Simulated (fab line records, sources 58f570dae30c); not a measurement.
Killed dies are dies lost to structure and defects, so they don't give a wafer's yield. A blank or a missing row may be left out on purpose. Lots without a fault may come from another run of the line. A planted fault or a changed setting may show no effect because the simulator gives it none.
Tool commonality check | flow berkeley_cmos170 | 14 lots, 42 wafers sampled

WHY IT WAS OPENED
At UCB170_PLDD_TW_MEAS_11 the reading PLDD_TW is flagged on 2 of 14 lots. Wafers without a fault read 1009, standard deviation 4.8.
Rule: a lot is flagged when every wafer of it that has a number lies more than 4 standard deviations from that mean, or none has a number. The other lots count as sound.

lot  | measured     | on            | PLDD_TW, wafer by wafer | flag
L556 | day 7 18:03  | film_metro-02 | 1008 1007 1012          |
L557 | day 7 23:03  | film_metro-03 | 1010 1017 1019          |
L560 | day 8 04:17  | film_metro-02 | 1010 1009 1015          |
L559 | day 8 04:37  | film_metro-03 | 1003 1007 999           |
L561 | day 8 15:48  | film_metro-02 | 971 974 968             | FLAGGED
L563 | day 8 16:23  | film_metro-03 | 1008 1003 1005          |
L566 | day 9 15:24  | film_metro-04 | 967 971 970             | FLAGGED
L569 | day 10 05:35 | film_metro-02 | 1007 1007 1005          |
L571 | day 10 05:49 | film_metro-03 | 1012 1016 1014          |
L573 | day 11 04:25 | film_metro-04 | 1016 1013 1016          |
L575 | day 11 04:28 | film_metro-02 | 1006 1009 1009          |
L577 | day 12 02:00 | film_metro-04 | 1011 1017 1016          |
L578 | day 12 02:13 | film_metro-04 | 1010 1015 1015          |
L579 | day 12 15:18 | film_metro-02 | 1012 1009 1011          |
The numbers of the flagged lots are 970 on average: -39 against the usual, or -8 standard deviations.

WHICH TOOL RAN EACH LOT
The record holds 1 process step before the reading, out of a route of 331 steps. In each cell: the tool, then ch and the chambers that the sampled wafers went through, then the start.
lot  | flag    | UCB170_PLDD_IMPLANT_09
L556 |         | implanter-04 ch 0, day 7 17:49
L557 |         | implanter-04 ch 0, day 7 22:49
L560 |         | implanter-04 ch 0, day 8 04:03
L559 |         | implanter-04 ch 0, day 8 04:23
L561 | FLAGGED | implanter-04 ch 0, day 8 15:33
L563 |         | implanter-03 ch 0, day 8 16:08
L566 | FLAGGED | implanter-04 ch 0, day 9 15:09
L569 |         | implanter-03 ch 0, day 10 05:20
L571 |         | implanter-01 ch 0, day 10 05:35
L573 |         | implanter-03 ch 0, day 11 04:10
L575 |         | implanter-01 ch 0, day 11 04:14
L577 |         | implanter-03 ch 0, day 12 01:34
L578 |         | implanter-01 ch 0, day 12 01:58
L579 |         | implanter-03 ch 0, day 12 15:03
What these steps do:
- UCB170_PLDD_IMPLANT_09
- UCB170_PLDD_TW_MEAS_11

FLAGGED OVER TOTAL, TOOL BY TOOL (the gauges that took the reading come last)
step                   | tool          | lots run | flagged | share of the flagged lots | sound lots run after its first flagged lot
UCB170_PLDD_IMPLANT_09 | implanter-01  | 3        | 0       | none                      | -
UCB170_PLDD_IMPLANT_09 | implanter-03  | 5        | 0       | none                      | -
UCB170_PLDD_IMPLANT_09 | implanter-04  | 6        | 2       | all                       | 0
UCB170_PLDD_TW_MEAS_11 | film_metro-02 | 6        | 1       | some                      | 3 (L569,L575,L579)
UCB170_PLDD_TW_MEAS_11 | film_metro-03 | 4        | 0       | none                      | -
UCB170_PLDD_TW_MEAS_11 | film_metro-04 | 4        | 1       | some                      | 3 (L573,L577,L578)

WHAT THE TABLE ALLOWS
1 row of the table ran every flagged lot: implanter-04 at UCB170_PLDD_IMPLANT_09.
- implanter-04 at UCB170_PLDD_IMPLANT_09: 2 of its 6 lots flagged. Its last sound lot is L559 (day 8 04:23), its first flagged lot L561 (day 8 15:33): a fault that began between those two fits. Its own readings lie more than 4 standard deviations out on every wafer of the flagged lots: dose_ions_cm2, faraday_current_uA.
One tool is left: implanter-04 at UCB170_PLDD_IMPLANT_09.

WHAT THE SIMULATOR HAD PUT IN
Process parameter drift: implanter-04, from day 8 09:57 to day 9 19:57, at UCB170_PLDD_IMPLANT_09. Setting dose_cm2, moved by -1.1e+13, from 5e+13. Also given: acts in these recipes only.
Lots struck among those shown: L561, L566. The rule above found the same.
